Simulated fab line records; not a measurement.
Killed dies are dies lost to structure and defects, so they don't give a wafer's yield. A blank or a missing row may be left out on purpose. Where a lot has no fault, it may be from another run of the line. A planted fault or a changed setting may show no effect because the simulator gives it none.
One fault through the eyes of 2 desks | flow berkeley-cmos170 | what lay behind the numbers comes last; until then each desk has only its own

DESK OF THE TOOL OWNER: rie-metal-01
The tool's own readings at UCB170_M2_METAL_ETCH_18 (etches Al in Cl2/BCl3, stops on SiO2, target depth 1170 nm, time 195 s): means of the sampled wafers that have a number, for each lot that ran on this tool. If a lot's mean is further than 4 standard deviations from the usual mean, the lot is out of limits and carries the mark OUT (the distance appears in the brackets).
Columns: A = drypump-motor-current-A at UCB170_M2_METAL_ETCH_18, usual 5.6 A; B = oes-product-au at UCB170_M2_METAL_ETCH_18, usual 0.850 a.u.; C = rf-fwd-power-W at UCB170_M2_METAL_ETCH_18, usual 598.4 W; D = throttle-valve-pct at UCB170_M2_METAL_ETCH_18, usual 24.39 %
lot  | first seen here | A   | B     | C                       | D
L228 | day 8 09:47     | 5.6 | 0.831 | 597.1                   | 24.36
L230 | day 8 18:12     | 5.4 | 0.829 | 600.4                   | 24.41
L237 | day 10 14:25    | 5.5 | 0.829 | 838.5 (+99 or more) OUT | 24.38
L239 | day 10 15:33    | 5.4 | 0.838 | 836.9 (+99 or more) OUT | 24.40
This desk's verdict: out of limits on L237, L239, starting with L237 at day 10 14:25 (rf-fwd-power-W at UCB170_M2_METAL_ETCH_18). Within limits: L228, L230.

FROM THE METROLOGY DESK
What the gauges read for every lot (on any tool): the sampled wafers with a number, averaged. If a lot's mean is further than 4 standard deviations from the usual mean, the lot is out of limits and carries the mark OUT (the distance appears in the brackets).
Columns: A = CONTACT_OVL at UCB170_CONTACT_OVL_MEAS_16, usual 1 nm; B = cd-nm at UCB170_V1_CD_MEAS_12, usual 699.9 nm; C = cd-nm at UCB170_M2_CD_MEAS_90, usual 699 nm; D = cd-nm at UCB170_M3_CD_MEAS_15, usual 700.4 nm
lot  | first seen here | A   | B     | C              | D
L228 | day 7 19:35     | 1   | 698.4 | 697            | 699.8
L230 | day 8 08:41     | -0  | 698.4 | 694            | 700.3
L229 | day 8 08:48     | 4   | 698.0 | 703            | 702.9
L237 | day 10 03:11    | 0   | 702.9 | 680            | 701.3
L240 | day 10 03:28    | -7  | 699.3 | 700            | 699.8
L239 | day 10 03:44    | 8   | 700.6 | 674 (-4.8) OUT | 700.6
L243 | day 11 05:26    | -10 | 701.7 | 703            | 699.9
L242 | day 11 07:05    | 10  | 700.5 | 697            | 698.1
L246 | day 11 18:32    | -7  | 701.7 | 703            | 700.8
L244 | day 11 19:35    | -2  | 700.7 | 699            | 700.1
L250 | day 12 18:23    | -0  | 698.1 | 701            | 701.6
L251 | day 12 18:32    | 1   | 700.3 | 701            | 700.9
L249 | day 12 20:17    | 5   | 699.3 | 704            | 699.3
This desk's verdict: out of limits on L239, starting with L239 at day 10 15:49 (cd-nm at UCB170_M2_CD_MEAS_90). Within limits: L228, L230, L229, L237, L240, L243, L242, L246, L244, L250, L251, L249.

TAKEN TOGETHER
The tool owner's desk had the chance to raise an alarm at day 10 14:25 on L237, L239.
L239 would have let the metrology desk raise an alarm at day 10 15:49.
The metrology desk holds a record of L237, inside its limits.
All the named lots went through UCB170_M2_METAL_ETCH_18 on rie-metal-01.

WHAT THE SIMULATOR HAD PUT IN
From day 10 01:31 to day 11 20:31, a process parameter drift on rie-metal-01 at UCB170_M2_METAL_ETCH_18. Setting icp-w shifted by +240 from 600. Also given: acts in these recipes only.
Shown lots that were struck: L237, L239.
Hours from the fault's start to each desk's first reading out of limits: the tool owner's desk, 13; the metrology desk, 14.
